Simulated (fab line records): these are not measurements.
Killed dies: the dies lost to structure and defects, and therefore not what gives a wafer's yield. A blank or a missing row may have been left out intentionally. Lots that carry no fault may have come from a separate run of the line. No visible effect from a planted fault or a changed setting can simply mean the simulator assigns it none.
Split-lot experiment -- flow ritCmos -- on a route of 202 steps: 5 lots, 23 wafers read

== THE SPLIT ITSELF ==
At RIT_PWELL_COAT_01 (resist thk 1300 nm), the setting resistThkNm was moved away from the recipe's 1300 nm on 6 of the 23 wafers read, by -4.0% to +5.3%. For the rest of the wafers, this setting stayed at what the recipe calls for.

== FROM THE SPLIT TO THE READING: what the file shows between them, 3 steps ==
- RIT_PWELL_SOFTBAKE_02: time 60 s
- RIT_PWELL_EXPOSE_03: exposes mask M3, target cd 43700 nm
- RIT_PWELL_DEVELOP_05: develop time 68 s

== THE READING ==
NOVOLAK_of_PWELL_COAT_01.thkNm (the simulator's own value, which no gauge read), in nm, at RIT_PWELL_HARDBAKE_07 (time 120 s). The file does not state a usual value for it. Here, 17 wafers ran the recipe; their average is 1137 nm with a standard deviation of 2.9 nm.

wafer,"tool, chamber at the split","resistThkNm as run, nm",against the recipe,"NOVOLAK_of_PWELL_COAT_01.thkNm, nm",against lot-mates on the recipe
L074.1,"lithoTrack-04, 0",1300,recipe,1142,-
L074.2,"lithoTrack-04, 0",1300,recipe,1139,-
L074.5,"lithoTrack-04, 0",1300,recipe,1139,-
L074.6,"lithoTrack-04, 0",1300,recipe,1139,-
L074.3,"lithoTrack-04, 0",1300,recipe,1140,-
L075.1,"lithoTrack-04, 0",1251,-3.8%,1091,-45
L075.2,"lithoTrack-04, 0",1300,recipe,1134,-
L075.4,"lithoTrack-04, 0",1300,recipe,1137,-
L075.5,"lithoTrack-04, 0",1300,recipe,1137,-
L075.6,"lithoTrack-04, 0",1251,-3.8%,1096,-40
L076.2,"lithoTrack-04, 0",1369,+5.3%,1189,+56
L076.3,"lithoTrack-04, 0",1300,recipe,1134,-
L076.4,"lithoTrack-04, 0",1369,+5.3%,1188,+55
L076.5,"lithoTrack-04, 0",1300,recipe,1133,-
L076.6,"lithoTrack-04, 0",1300,recipe,1133,-
L080.1,"lithoTrack-01, 0",1300,recipe,1133,-
L080.3,"lithoTrack-01, 0",1248,-4.0%,1092,-42
L080.4,"lithoTrack-01, 0",1300,recipe,1135,-
L080.5,"lithoTrack-01, 0",1300,recipe,1134,-
L080.6,"lithoTrack-01, 0",1248,-4.0%,1088,-46
L081.2,"lithoTrack-02, 0",1300,recipe,1140,-
L081.3,"lithoTrack-02, 0",1300,recipe,1138,-
L081.5,"lithoTrack-02, 0",1300,recipe,1139,-

FIT RESULTS
A straight line over all 23 wafers: NOVOLAK_of_PWELL_COAT_01.thkNm changes by +10.7 nm for each +1% of resistThkNm; r = +0.99; the points scatter about the line by 3.4 nm.
The same after taking each lot's own level away (the mean of its wafers on the recipe; 23 wafers): +10.8 nm for each +1%; r = +1.00; scatter 1.6 nm.
According to that fit, moving resistThkNm by its largest amount changes the reading by 57 nm.
Across the lots, their own levels run from 1133.3 to 1139.8 nm, a range of 2.3 times the standard deviation given above.
The two slopes are in agreement: the lot-to-lot level therefore moves the slope only a little.
Check: +57.1 nm against its lot-mates is what the line predicts for one of the wafers moved furthest among these (+5.3%) when that wafer is left out of the fit. Against them it came out at +55.7 nm.

== ADDITIONAL SPLITS CARRIED BY THESE WAFERS ==
Before the reading, these wafers also passed through other splits. Each is held against what the fit with the lots' levels taken away leaves over:
other split on the same wafers,wafers away from the commonest value,r with NOVOLAK_of_PWELL_COAT_01.thkNm (lot level and that fit taken away)
RIT_ACTIVE_COAT_06 resistThkNm,4,-0.05
RIT_ACTIVE_DEVELOP_10 developTimeS,8,-0.05
RIT_NWELL_COAT_01 resistThkNm,7,+0.02
RIT_NWELL_SOFTBAKE_02 timeS,6,+0.04

== THE WHOLE CHAIN: every reading that the file lists as answering this split, in the file's order ==
step,what it does,reading,change (the file's fit),r (the file's)
RIT_PWELL_COAT_01,resist thk 1300 nm,"NOVOLAK_of_PWELL_COAT_01.thkNm (the simulator's own value, which no gauge read)",+12.5 nm for each +1% of the setting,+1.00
RIT_PWELL_HARDBAKE_07,time 120 s,"NOVOLAK_of_PWELL_COAT_01.thkNm (the simulator's own value, which no gauge read)",+10.8 nm for each +1% of the setting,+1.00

== FILE'S OWN FIT ==
NOVOLAK_of_PWELL_COAT_01.thkNm changes by +10.8 nm for each +1% of resistThkNm, r = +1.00.
